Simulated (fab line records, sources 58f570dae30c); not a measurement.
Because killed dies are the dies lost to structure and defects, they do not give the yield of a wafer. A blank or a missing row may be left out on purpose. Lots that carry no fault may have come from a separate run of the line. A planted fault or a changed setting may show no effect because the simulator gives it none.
Which tool did it? :: flow berkeley_cmos170 :: 14 lots with 42 wafers sampled at 4 steps, on a route of 331 steps

## WHAT THE GAUGES READ, wafer by wafer
UCB170_START_BOW_MEAS_00. Usual: for INCOMING_BOW the level is -1 um and the standard deviation is 6.3.
lot: L543
measured: day 1 10:01
on: film_metro-03
INCOMING_BOW (um): 2 -3 11
flag: 

lot: L544
measured: day 1 15:00
on: film_metro-03
INCOMING_BOW (um): -5 7 -18
flag: 

lot: L545
measured: day 1 20:01
on: film_metro-03
INCOMING_BOW (um): -3 -2 3
flag: 

lot: L546
measured: day 2 01:00
on: film_metro-03
INCOMING_BOW (um): 4 10 12
flag: 

lot: L553
measured: day 3 12:00
on: film_metro-03
INCOMING_BOW (um): -1 3 5
flag: 

lot: L554
measured: day 3 17:01
on: film_metro-02
INCOMING_BOW (um): -2 -10 0
flag: 

lot: L556
measured: day 4 03:01
on: film_metro-04
INCOMING_BOW (um): 12 -9 4
flag: 

lot: L557
measured: day 4 08:01
on: film_metro-03
INCOMING_BOW (um): 1 -5 -6
flag: 

lot: L558
measured: day 4 13:04
on: film_metro-04
INCOMING_BOW (um): -3 -6 -5
flag: 

lot: L561
measured: day 5 04:04
on: film_metro-03
INCOMING_BOW (um): 7 10 3
flag: 

lot: L562
measured: day 5 09:00
on: film_metro-02
INCOMING_BOW (um): -6 -4 -11
flag: 

lot: L563
measured: day 5 14:00
on: film_metro-02
INCOMING_BOW (um): -5 2 -6
flag: 

lot: L565
measured: day 6 00:01
on: film_metro-04
INCOMING_BOW (um): -1 -2 -4
flag: 

lot: L566
measured: day 6 05:02
on: film_metro-03
INCOMING_BOW (um): 2 -2 -2
flag: 

UCB170_M3_OVL_MEAS_16. Usual: for M3_OVL the level is 1 nm and the standard deviation is 6.8.
lot: L543
measured: day 9 05:52
on: overlay-02
M3_OVL (nm): 9 9 4
flag: 

lot: L544
measured: day 9 00:40
on: overlay-01
M3_OVL (nm): 10 12 4
flag: 

lot: L545
measured: day 9 12:53
on: overlay-02
M3_OVL (nm): -1 -1 -2
flag: 

lot: L546
measured: day 9 13:09
on: overlay-02
M3_OVL (nm): -4 -6 -9
flag: 

lot: L553
measured: day 10 23:35
on: overlay-01
M3_OVL (nm): -3 6 -1
flag: 

lot: L554
measured: day 10 17:50
on: overlay-02
M3_OVL (nm): -3 -3 -3
flag: 

lot: L556
measured: day 11 14:17
on: overlay-02
M3_OVL (nm): 2 -1 7
flag: 

lot: L557
measured: day 11 14:49
on: overlay-01
M3_OVL (nm): -6 2 0
flag: 

lot: L558
measured: day 11 21:05
on: overlay-01
M3_OVL (nm): 11 9 0
flag: 

lot: L561
measured: day 12 01:06
on: overlay-01
M3_OVL (nm): 0 -8 0
flag: 

lot: L562
measured: day 12 09:13
on: overlay-02
M3_OVL (nm): -5 -4 -3
flag: 

lot: L563
measured: day 12 20:13
on: overlay-01
M3_OVL (nm): 12 11 -2
flag: 

lot: L565
measured: day 12 23:56
on: overlay-02
M3_OVL (nm): -4 -5 -5
flag: 

lot: L566
measured: day 13 15:50
on: overlay-01
M3_OVL (nm): -5 -6 1
flag: 

## EACH LOT AND THE TOOL THAT RAN IT (in order: tool; ch and the chambers of the sampled wafers; start)
lot: L543
UCB170_PSD_SOFTBAKE_02: litho_track-01 ch 0, day 7 18:59
UCB170_M3_STRIP_07: plasma_asher-03 ch 0,1, day 9 02:19

lot: L544
UCB170_PSD_SOFTBAKE_02: litho_track-02 ch 0, day 7 19:12
UCB170_M3_STRIP_07: plasma_asher-01 ch 0,1, day 8 21:27

lot: L545
UCB170_PSD_SOFTBAKE_02: litho_track-04 ch 0, day 8 06:45
UCB170_M3_STRIP_07: plasma_asher-03 ch 0, day 9 11:32

lot: L546
UCB170_PSD_SOFTBAKE_02: litho_track-01 ch 0, day 8 06:43
UCB170_M3_STRIP_07: plasma_asher-04 ch 0,1, day 9 11:38

lot: L553
UCB170_PSD_SOFTBAKE_02: litho_track-04 ch 0, day 9 16:39
UCB170_M3_STRIP_07: plasma_asher-03 ch 0,1, day 10 21:43

lot: L554
UCB170_PSD_SOFTBAKE_02: litho_track-01 ch 0, day 9 16:34
UCB170_M3_STRIP_07: plasma_asher-04 ch 0,1, day 10 16:20

lot: L556
UCB170_PSD_SOFTBAKE_02: litho_track-01 ch 0, day 10 10:10
UCB170_M3_STRIP_07: plasma_asher-03 ch 0,1, day 11 12:37

lot: L557
UCB170_PSD_SOFTBAKE_02: litho_track-02 ch 0, day 10 10:21
UCB170_M3_STRIP_07: plasma_asher-03 ch 0,1, day 11 13:20

lot: L558
UCB170_PSD_SOFTBAKE_02: litho_track-04 ch 0, day 10 18:04
UCB170_M3_STRIP_07: plasma_asher-04 ch 0,1, day 11 17:48

lot: L561
UCB170_PSD_SOFTBAKE_02: litho_track-04 ch 0, day 11 00:26
UCB170_M3_STRIP_07: plasma_asher-03 ch 0,1, day 11 23:44

lot: L562
UCB170_PSD_SOFTBAKE_02: litho_track-02 ch 0, day 11 07:05
UCB170_M3_STRIP_07: plasma_asher-03 ch 0,1, day 12 07:51

lot: L563
UCB170_PSD_SOFTBAKE_02: litho_track-02 ch 0, day 11 21:31
UCB170_M3_STRIP_07: plasma_asher-03 ch 0, day 12 18:45

lot: L565
UCB170_PSD_SOFTBAKE_02: litho_track-02 ch 0, day 11 21:59
UCB170_M3_STRIP_07: plasma_asher-03 ch 0,1, day 12 20:53

lot: L566
UCB170_PSD_SOFTBAKE_02: litho_track-04 ch 0, day 12 11:20
UCB170_M3_STRIP_07: plasma_asher-03 ch 0,1, day 13 14:27
- UCB170_PSD_SOFTBAKE_02: time 60 s.
- UCB170_M3_STRIP_07: strips in O2.

## WHAT THE TOOLS THEMSELVES READ (means of the sampled wafers that have a number; where no wafer has one, the mark that the record gives instead)
UCB170_PSD_SOFTBAKE_02. Usual: heater_power_total_W 56.80 W, standard deviation 0.042; run_length_s 89.05 s, standard deviation 0.13.
lot: L543
tool: litho_track-01
heater_power_total_W (W): 56.81
run_length_s (s): 89.12
flag: 

lot: L544
tool: litho_track-02
heater_power_total_W (W): 56.85
run_length_s (s): 88.95
flag: 

lot: L545
tool: litho_track-04
heater_power_total_W (W): 56.78
run_length_s (s): 88.99
flag: 

lot: L546
tool: litho_track-01
heater_power_total_W (W): 56.85
run_length_s (s): 89.12
flag: 

lot: L553
tool: litho_track-04
heater_power_total_W (W): 56.78
run_length_s (s): 88.99
flag: 

lot: L554
tool: litho_track-01
heater_power_total_W (W): 58.48
run_length_s (s): 83.46
flag: OFF

lot: L556
tool: litho_track-01
heater_power_total_W (W): 58.55
run_length_s (s): 83.39
flag: OFF

lot: L557
tool: litho_track-02
heater_power_total_W (W): 56.75
run_length_s (s): 88.92
flag: 

lot: L558
tool: litho_track-04
heater_power_total_W (W): 56.78
run_length_s (s): 88.98
flag: 

lot: L561
tool: litho_track-04
heater_power_total_W (W): 56.81
run_length_s (s): 88.99
flag: 

lot: L562
tool: litho_track-02
heater_power_total_W (W): 56.78
run_length_s (s): 89.10
flag: 

lot: L563
tool: litho_track-02
heater_power_total_W (W): 56.80
run_length_s (s): 88.98
flag: 

lot: L565
tool: litho_track-02
heater_power_total_W (W): 56.78
run_length_s (s): 89.03
flag: 

lot: L566
tool: litho_track-04
heater_power_total_W (W): 56.80
run_length_s (s): 88.86
flag: 

UCB170_M3_STRIP_07. Usual: drypump_motor_current_A 5.52 A, standard deviation 0.26; oes_product_au 0.734 a.u., standard deviation 0.0045; strip_time_to_endpoint_s 22.01 s, standard deviation 0.061.
lot: L543
tool: plasma_asher-03
drypump_motor_current_A (A): 5.68
oes_product_au (a.u.): 0.736
strip_time_to_endpoint_s (s): 22.02
flag: 

lot: L544
tool: plasma_asher-01
drypump_motor_current_A (A): 5.91
oes_product_au (a.u.): 0.730
strip_time_to_endpoint_s (s): 22.02
flag: 

lot: L545
tool: plasma_asher-03
drypump_motor_current_A (A): 5.30
oes_product_au (a.u.): 0.736
strip_time_to_endpoint_s (s): 21.96
flag: 

lot: L546
tool: plasma_asher-04
drypump_motor_current_A (A): 5.39
oes_product_au (a.u.): 0.735
strip_time_to_endpoint_s (s): 22.03
flag: 

lot: L553
tool: plasma_asher-03
drypump_motor_current_A (A): 5.64
oes_product_au (a.u.): 0.736
strip_time_to_endpoint_s (s): 22.01
flag: 

lot: L554
tool: plasma_asher-04
drypump_motor_current_A (A): 5.30
oes_product_au (a.u.): 0.729
strip_time_to_endpoint_s (s): 22.11
flag: 

lot: L556
tool: plasma_asher-03
drypump_motor_current_A (A): 5.48
oes_product_au (a.u.): 0.730
strip_time_to_endpoint_s (s): 21.98
flag: 

lot: L557
tool: plasma_asher-03
drypump_motor_current_A (A): 5.67
oes_product_au (a.u.): 0.733
strip_time_to_endpoint_s (s): 22.03
flag: 

lot: L558
tool: plasma_asher-04
drypump_motor_current_A (A): 5.41
oes_product_au (a.u.): 0.732
strip_time_to_endpoint_s (s): 21.87
flag: 

lot: L561
tool: plasma_asher-03
drypump_motor_current_A (A): 5.49
oes_product_au (a.u.): 0.736
strip_time_to_endpoint_s (s): 21.94
flag: 

lot: L562
tool: plasma_asher-03
drypump_motor_current_A (A): 5.69
oes_product_au (a.u.): 0.733
strip_time_to_endpoint_s (s): 22.02
flag: 

lot: L563
tool: plasma_asher-03
drypump_motor_current_A (A): 5.30
oes_product_au (a.u.): 0.734
strip_time_to_endpoint_s (s): 22.00
flag: 

lot: L565
tool: plasma_asher-03
drypump_motor_current_A (A): 5.49
oes_product_au (a.u.): 0.733
strip_time_to_endpoint_s (s): 22.07
flag: 

lot: L566
tool: plasma_asher-03
drypump_motor_current_A (A): 5.66
oes_product_au (a.u.): 0.735
strip_time_to_endpoint_s (s): 21.95
flag: 

## THE ANSWER, worked out from the rows above alone
Rule: lot off if the mean of its wafers having a number is beyond 3 standard deviations from the usual mean. Also off: a lot with no number at a reading for which 4 or more lots have one. Where the step has rows for the other lots, those lots are counted as sound. Order of review: gauges by route order, followed by the tools' own readings, for which a lot's mean as printed above is used. At the first step where some lot is off, the reading lying furthest off is the one used; lots without a number count as furthest.
Off, at UCB170_PSD_SOFTBAKE_02 on run_length_s: L554, L556.
If a tool, at that step or one of the process steps before it, ran each lot that is off and ran no sound lot following the first of them, it fits. One fits: litho_track-01 at UCB170_PSD_SOFTBAKE_02. A fault onset in the window from L546 (day 8 06:43, its last sound lot) to L554 (day 9 16:34, its first lot off) fits.
The tool's own readings at UCB170_PSD_SOFTBAKE_02 bear it out: on the lots that are off they differ by more than 5 times the standard deviation of the sound lots' means. heater_power_total_W reads 58.52 W there against 56.80 W on the sound lots; run_length_s reads 83.42 s there against 89.00 s on the sound lots.

## WHAT HAD BEEN PUT IN BY THE SIMULATOR
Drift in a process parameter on litho_track-01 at UCB170_PSD_SOFTBAKE_02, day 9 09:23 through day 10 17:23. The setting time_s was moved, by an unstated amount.
Shown lots that were struck: L554, L556. The rule above reached the same finding.
